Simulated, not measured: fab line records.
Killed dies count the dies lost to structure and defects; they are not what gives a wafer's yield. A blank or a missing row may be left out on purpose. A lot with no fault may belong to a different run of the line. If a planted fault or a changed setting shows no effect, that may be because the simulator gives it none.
Which tool is to blame? -- flow rit_cmos -- 48 wafers from 16 lots sampled at 2 of the route's 202 steps

== WHAT THE GAUGES READ, wafer by wafer ==
RIT_CONTACT_OVL_MEAS_09. Usual: CONTACT_OVL typically reads 0.5 nm, with standard deviation 1.7.
lot,measured,on,CONTACT_OVL (nm),flag
L167,day 3 10:25,overlay-01,-0.3 1.4 1.1,
L168,day 3 17:02,overlay-02,5.4 3.4 4.8,
L169,day 3 20:25,overlay-02,-1.0 -1.4 -1.7,
L170,day 4 03:02,overlay-01,-0.7 0.1 0.7,
L173,day 4 12:44,overlay-02,1.9 -0.2 0.0,
L174,day 4 21:57,overlay-02,0.2 -1.4 -2.2,
L175,day 4 22:18,overlay-01,-0.1 -1.6 -0.1,
L177,day 5 13:59,overlay-02,2.5 1.0 2.2,
L178,day 5 17:04,overlay-02,-149.4 -149.7 -149.9,OFF
L179,day 5 17:58,overlay-02,-151.1 -151.0 -152.5,OFF
L180,day 6 02:08,overlay-01,-145.7 -146.9 -147.5,OFF
L181,day 6 08:19,overlay-01,-149.1 -147.7 -148.6,OFF
L183,day 6 19:27,overlay-01,-2.1 0.6 0.0,
L185,day 7 05:36,overlay-02,2.3 2.1 0.1,
L186,day 7 21:58,overlay-02,2.3 4.5 0.6,
L188,day 8 04:19,overlay-01,-0.6 -0.1 0.5,

== TOOL THAT RAN EACH LOT (tool first, then ch and the chambers of the sampled wafers, then the start) ==
lot,RIT_CONTACT_EXPOSE_05
L167,"iline_stepper-01 ch 0, day 3 09:46"
L168,"iline_stepper-02 ch 0, day 3 16:22"
L169,"iline_stepper-02 ch 0, day 3 19:47"
L170,"iline_stepper-02 ch 0, day 4 02:25"
L173,"iline_stepper-02 ch 0, day 4 12:06"
L174,"iline_stepper-01 ch 0, day 4 21:10"
L175,"iline_stepper-01 ch 0, day 4 21:41"
L177,"iline_stepper-01 ch 0, day 5 13:22"
L178,"iline_stepper-01 ch 0, day 5 16:26"
L179,"iline_stepper-01 ch 0, day 5 17:20"
L180,"iline_stepper-01 ch 0, day 6 01:29"
L181,"iline_stepper-01 ch 0, day 6 07:41"
L183,"iline_stepper-02 ch 0, day 6 18:49"
L185,"iline_stepper-02 ch 0, day 7 04:58"
L186,"iline_stepper-02 ch 0, day 7 21:20"
L188,"iline_stepper-02 ch 0, day 8 03:41"
- RIT_CONTACT_EXPOSE_05: exposes mask M11, target cd 1000 nm.

== WHAT THE TOOLS THEMSELVES READ (means of the sampled wafers that have a number; where no wafer has one, the mark that the record gives instead) ==
The record holds no such reading with a usual standard deviation.

== THE ANSWER, worked out from the rows above alone ==
Rule: a lot is off if the mean of its wafers that have a number lies more than 3 standard deviations from the usual mean. Also off: a lot with no number at a reading for which 4 or more lots have one. All remaining lots with rows at the step are treated as sound. After the gauges, taken in route order, come the tools' own readings; for these a lot's mean is taken, as printed above. The first step at which some lot is off is used, and at that step the reading that is off furthest; a lot without a number counts as furthest.
Off: L178, L179, L180, L181, seen at RIT_CONTACT_OVL_MEAS_09 (CONTACT_OVL).
A tool fits if, at a process step before that reading, it ran every lot that is off, and no sound lot after the first of them. Gauges at RIT_CONTACT_OVL_MEAS_09: tried the same way as those tools. One fits: RIT_CONTACT_EXPOSE_05 on iline_stepper-01. Its last sound lot is L177 (day 5 13:22), its first lot that is off L178 (day 5 16:26): a fault that began between those two fits.

== WHAT THE SIMULATOR HAD PUT IN ==
Scanner matching overlay: iline_stepper-01, from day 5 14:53 on, at RIT_CONTACT_EXPOSE_05. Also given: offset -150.
Lots struck among those shown: L178, L179, L180, L181. This agrees with what the rule above found.
